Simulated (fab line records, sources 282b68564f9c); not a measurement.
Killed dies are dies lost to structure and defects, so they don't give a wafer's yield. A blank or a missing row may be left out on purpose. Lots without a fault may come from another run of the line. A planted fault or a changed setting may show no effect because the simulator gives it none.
Split-lot experiment | flow rit_cmos | 5 lots, 23 wafers read, on a route of 202 steps

THE SPLIT
At RIT_ACTIVE_CVD_03 (deposits Si3N4 from SiH2Cl2/NH3, target thk 150 nm, time 1500 s), the setting temp_c was moved away from the recipe's 810 C on 5 of the 23 wafers read, by -1.9%. The other wafers ran this setting at the recipe's value.

FROM THE SPLIT TO THE READING: what the file shows between them, 3 steps
- RIT_ACTIVE_THK_MEAS_04
- RIT_ACTIVE_DEVELOP_10: develop time 50 s (also split here: dev_temp_c)
- RIT_ACTIVE_HARDBAKE_12: time 60 s

THE READING
oes_product_au, in a.u., at RIT_ACTIVE_ETCH_13 (etches Si3N4 in SF6, stops on SiO2, time 210 s, target depth 210 nm). Fault-free wafers of this fab line usually give 0.827 a.u., standard deviation 0.015 a.u..

wafer  | tool, chamber at the split | temp_c as run, C | against the recipe | oes_product_au, a.u. | against lot-mates on the recipe
L074.1 | -, -                       | 810              | recipe             | 0.828                | -
L074.2 | -, -                       | 810              | recipe             | 0.815                | -
L074.3 | -, -                       | 810              | recipe             | 0.820                | -
L074.5 | -, -                       | 810              | recipe             | 0.825                | -
L074.6 | -, -                       | 810              | recipe             | 0.825                | -
L076.1 | lpcvd-01, 0                | 810              | recipe             | 0.803                | -
L076.2 | lpcvd-01, 0                | 810              | recipe             | 0.810                | -
L076.6 | lpcvd-01, 0                | 810              | recipe             | 0.844                | -
L079.1 | -, -                       | 794.7            | -1.9%              | 0.710                | no lot-mate on the recipe
L079.2 | -, -                       | 794.7            | -1.9%              | 0.698                | no lot-mate on the recipe
L079.3 | -, -                       | 794.7            | -1.9%              | 0.721                | no lot-mate on the recipe
L079.4 | -, -                       | 794.7            | -1.9%              | 0.726                | no lot-mate on the recipe
L079.6 | -, -                       | 794.7            | -1.9%              | 0.719                | no lot-mate on the recipe
L080.2 | -, -                       | 810              | recipe             | 0.835                | -
L080.3 | -, -                       | 810              | recipe             | 0.819                | -
L080.4 | -, -                       | 810              | recipe             | 0.819                | -
L080.5 | -, -                       | 810              | recipe             | 0.827                | -
L080.6 | -, -                       | 810              | recipe             | 0.817                | -
L083.1 | -, -                       | 810              | recipe             | 0.823                | -
L083.2 | -, -                       | 810              | recipe             | 0.845                | -
L083.3 | -, -                       | 810              | recipe             | 0.814                | -
L083.4 | -, -                       | 810              | recipe             | 0.840                | -
L083.6 | -, -                       | 810              | recipe             | 0.833                | -

THE FIT
A straight line over all 23 wafers: oes_product_au changes by +0.0581 a.u. for each +1% of temp_c; r = +0.97; the points scatter about the line by 0.011 a.u..
Too few moved wafers have a lot-mate on the recipe to fit a line with each lot's own level taken away.

THE WHOLE CHAIN: every reading that the file lists as answering this split, in the file's order
step                   | what it does                                                        | reading                                                                        | change (the file's fit)                 | r (the file's)
RIT_ACTIVE_CVD_03      | deposits Si3N4 from SiH2Cl2/NH3, target thk 150 nm, time 1500 s     | Si3N4_of_ACTIVE_CVD_03.thk_nm (the simulator's own value, which no gauge read) | +18.2 nm for each +1% of the setting    | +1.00
RIT_ACTIVE_THK_MEAS_04 |                                                                     | ACTIVE_NITRIDE_THK                                                             | +18.2 for each +1% of the setting       | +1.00
RIT_ACTIVE_ETCH_13     | etches Si3N4 in SF6, stops on SiO2, time 210 s, target depth 210 nm | oes_product_au                                                                 | +0.058 a.u. for each +1% of the setting | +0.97

THE FILE'S OWN FIT
oes_product_au changes by +0.058 a.u. for each +1% of temp_c, r = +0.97.
